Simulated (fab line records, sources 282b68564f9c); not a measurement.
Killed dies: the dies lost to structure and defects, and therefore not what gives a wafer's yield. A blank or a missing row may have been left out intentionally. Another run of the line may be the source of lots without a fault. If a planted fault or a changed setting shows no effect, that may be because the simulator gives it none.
Code-filled problem report in 8D (eight disciplines) form | flow rit-cmos | the parts of the form that need people (team, actions taken, sign-off) are left out

## 1. WHAT WENT WRONG
Wafers without a fault read 34.56 W, standard deviation 0.05; heater-power-total-W at RIT_ACTIVE_SOFTBAKE_07 reads a mean of 35.62 W on 6 wafers belonging to 2 lots. That is +21 standard deviations from the usual mean.
The step: time 60 s.
The first sign was on wafer L887.2 at day 3 13:58, on litho-track-03. At this step, 18 wafers from 6 lots have a number in the record. Rule for "out", or "out of limits": more than 4 standard deviations from the usual mean. All remaining wafers that have a number are taken as sound.

## 2. WHAT IT IS, AND WHAT IT ISN'T
question                    | is                                 | is not
which readings at this step | heater-power-total-W, plate-temp-C | -
which lots                  | L887, L889                         | L878, L882, L900, L901
which wafers of those lots  | all that have a number             | -
read on which tools         | litho-track-03                     | litho-track-01, litho-track-04
when                        | from day 3 13:58                   | up to then (6 sound wafers); but 6 sound wafers of L900, L901 came after

## 3. WHAT RULES OUT EACH SUSPECT
Counting: a tool stays on the suspect list if, at a process step up to the reading, it processed all lots that are out and no sound lot following the first of them.
- litho-track-03 at RIT_ACTIVE_SOFTBAKE_07 (time 60 s): kept. It ran every lot that is out, first L887 (day 3 13:58), and no sound lot after that; its last sound lot up to then is L878 (day 1 15:00). Its own readings are out on those wafers: heater-power-total-W, plate-temp-C.
Remaining after the count: litho-track-03 at RIT_ACTIVE_SOFTBAKE_07.

## 4. THE CAUSE (what the simulator had put in)
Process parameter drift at RIT_ACTIVE_SOFTBAKE_07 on litho-track-03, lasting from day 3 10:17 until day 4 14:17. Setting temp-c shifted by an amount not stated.
Only this tool survived the counting.

## 5. THE EFFECT CHAIN, in route order
One row per reading whose mean, taken over the struck wafers that have a number, lies over 3 standard deviations from the usual. Readings are gone through only where the record gives a usual standard deviation; hours: the median, over the lots, of the time from a lot's start at the first step in this table giving one to that lot's start at this step; sigmas: the change measured in usual standard deviations.
hours | step                   | reading              | usual   | on struck wafers | change | sigmas
0     | RIT_ACTIVE_SOFTBAKE_07 | heater-power-total-W | 34.56 W | 35.62            | +1.06  | +21
0     | RIT_ACTIVE_SOFTBAKE_07 | plate-temp-C         | 89.99 C | 92.14            | +2.15  | +17
Here are the process steps it includes:
- RIT_ACTIVE_SOFTBAKE_07: time 60 s.
At these later measuring or inspecting steps, every struck wafer for which the step has a row has a number for every such reading, and none has moved that far: RIT_ACTIVE_CD_MEAS_11.

## 6. HOW IT WOULD HAVE BEEN CAUGHT EARLIER
First out-of-limits reading in this record: day 3 13:58, which is 4 hours after fault onset at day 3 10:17.
